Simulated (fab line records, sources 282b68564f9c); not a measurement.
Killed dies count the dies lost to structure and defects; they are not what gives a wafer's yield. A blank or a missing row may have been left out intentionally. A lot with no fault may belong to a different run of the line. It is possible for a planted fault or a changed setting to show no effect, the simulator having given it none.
What tool caused it?    flow rit-cmos    42 wafers from 14 lots sampled at 2 of the route's 202 steps

WHAT THE GAUGES READ, wafer by wafer
RIT_ACTIVE_THK_MEAS_02. Usual: ACTIVE_OXIDE_THK 46.3 nm, standard deviation 0.83.
lot   measured     on             ACTIVE_OXIDE_THK (nm)  flag
L928  day 1 12:03  film-metro-03  46.9 46.9 47.3         
L929  day 1 17:03  film-metro-03  46.8 45.9 46.0         
L930  day 1 22:04  film-metro-03  46.2 45.5 46.0         
L931  day 2 03:03  film-metro-03  45.7 46.7 47.4         
L934  day 2 18:05  film-metro-01  46.3 47.0 47.6         
L936  day 3 04:04  film-metro-04  44.3 44.3 45.0         
L938  day 3 14:04  film-metro-04  46.7 45.7 46.6         
L939  day 3 19:04  film-metro-03  46.6 46.9 46.4         
L940  day 4 00:04  film-metro-03  45.0 46.6 46.7         
L941  day 4 05:03  film-metro-03  37.1 36.2 37.1         OFF
L944  day 4 20:56  film-metro-04  36.1 37.4 37.2         OFF
L947  day 5 12:09  film-metro-04  46.6 47.0 47.1         
L950  day 6 03:13  film-metro-04  46.2 45.5 45.4         
L951  day 6 07:23  film-metro-03  46.3 46.0 45.2         

WHAT TOOL EACH LOT RAN ON (gives the tool, then ch and the chambers of the sampled wafers, and finally the start)
lot   RIT_ACTIVE_OXIDATION_01
L928  furnace-01 ch 0, day 1 10:07
L929  furnace-02 ch 0, day 1 15:07
L930  furnace-03 ch 0, day 1 20:07
L931  furnace-02 ch 0, day 2 01:07
L934  furnace-03 ch 0, day 2 16:07
L936  furnace-02 ch 0, day 3 02:07
L938  furnace-01 ch 0, day 3 12:07
L939  furnace-03 ch 0, day 3 17:07
L940  furnace-01 ch 0, day 3 22:07
L941  furnace-01 ch 0, day 4 03:07
L944  furnace-01 ch 0, day 4 19:00
L947  furnace-03 ch 0, day 5 10:11
L950  furnace-02 ch 0, day 6 01:15
L951  furnace-03 ch 0, day 6 05:27
- RIT_ACTIVE_OXIDATION_01: target thk 46.8 nm, ox time 3360 s.

AS READ BY THE TOOLS THEMSELVES (means over the sampled wafers that have a number; for cases with no such wafer, the mark the record gives instead)
RIT_ACTIVE_OXIDATION_01. Usual: spike-tc-centre-C 1002.8 C, standard deviation 1.9; spike-tc-load-C 1027 C, standard deviation 3.8; spike-tc-source-C 1027.1 C, standard deviation 1.9; tube-center-temp-C 1000 C, standard deviation 0.093; tube_center_temp_C_max 1002.6, standard deviation 0.43; zone-power-centre-pct 52.0 %, standard deviation 1.8.
lot   tool        spike-tc-centre-C (C)  spike-tc-load-C (C)  spike-tc-source-C (C)  tube-center-temp-C (C)  tube_center_temp_C_max  zone-power-centre-pct (%)  flag
L928  furnace-01  1002.0                 1030                 1024.3                 1000                    1002.9                  49.4                       
L929  furnace-02  1002.2                 1031                 1028.5                 1000                    1002.7                  53.1                       
L930  furnace-03  1003.7                 1022                 1028.5                 1000                    1002.7                  52.8                       
L931  furnace-02  1002.7                 1031                 1028.5                 1000                    1002.9                  52.8                       
L934  furnace-03  1004.7                 1023                 1027.6                 1000                    1002.9                  53.2                       
L936  furnace-02  1000.8                 1030                 1029.1                 1000                    1002.0                  53.3                       
L938  furnace-01  1001.1                 1029                 1023.8                 1000                    1002.7                  49.4                       
L939  furnace-03  1004.1                 1023                 1026.7                 1000                    1002.4                  53.2                       
L940  furnace-01  1002.0                 1030                 1024.6                 1000                    1002.5                  48.8                       
L941  furnace-01  976.3                  1005                 998.5                  975                     977.3                   47.6                       OFF
L944  furnace-01  974.4                  1005                 998.8                  975                     977.4                   47.9                       OFF
L947  furnace-03  1004.7                 1023                 1029.1                 1000                    1002.3                  53.4                       
L950  furnace-02  1001.8                 1030                 1028.7                 1000                    1002.4                  52.8                       
L951  furnace-03  1004.6                 1023                 1027.8                 1000                    1002.8                  53.1                       

THE ANSWER, worked out from the rows above alone
Rule: lot off if the mean of its wafers having a number is beyond 3 standard deviations from the usual mean. Also off: a lot with no number at a reading for which 4 or more lots have one. Any other lot the step has rows for is counted as sound. First the gauges in route order, then the tools' own readings, where a lot's mean is used as printed above. The first step at which some lot is off is used, and at that step the reading that is off furthest; a lot without a number counts as furthest.
Off: at RIT_ACTIVE_THK_MEAS_02 (ACTIVE_OXIDE_THK), L941, L944.
A tool fits if, at a process step before that reading, it ran every lot that is off, and no sound lot after the first of them. Not tried: the gauges at RIT_ACTIVE_THK_MEAS_02; whatever is off there is also off at RIT_ACTIVE_OXIDATION_01, on other tools, and gauge error can't account for it. One candidate fits, namely furnace-01 at RIT_ACTIVE_OXIDATION_01. Its last sound lot is L940 (day 3 22:07), its first lot that is off L941 (day 4 03:07): a fault that began between those two fits.
The tool's own readings at RIT_ACTIVE_OXIDATION_01 bear it out: on the lots that are off they differ by more than 5 times the standard deviation of the sound lots' means. spike-tc-centre-C reads 975.3 C there against 1002.9 C on the sound lots; spike-tc-load-C reads 1005 C there against 1027 C on the sound lots; spike-tc-source-C reads 998.6 C there against 1027.3 C on the sound lots; tube-center-temp-C reads 975 C there against 1000 C on the sound lots; tube_center_temp_C_max reads 977.3 there against 1002.6 on the sound lots.

WHAT THE SIMULATOR HAD PUT IN
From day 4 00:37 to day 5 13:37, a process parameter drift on furnace-01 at RIT_ACTIVE_OXIDATION_01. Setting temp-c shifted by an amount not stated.
Shown lots that were struck: L941, L944. The same result came from the rule above.
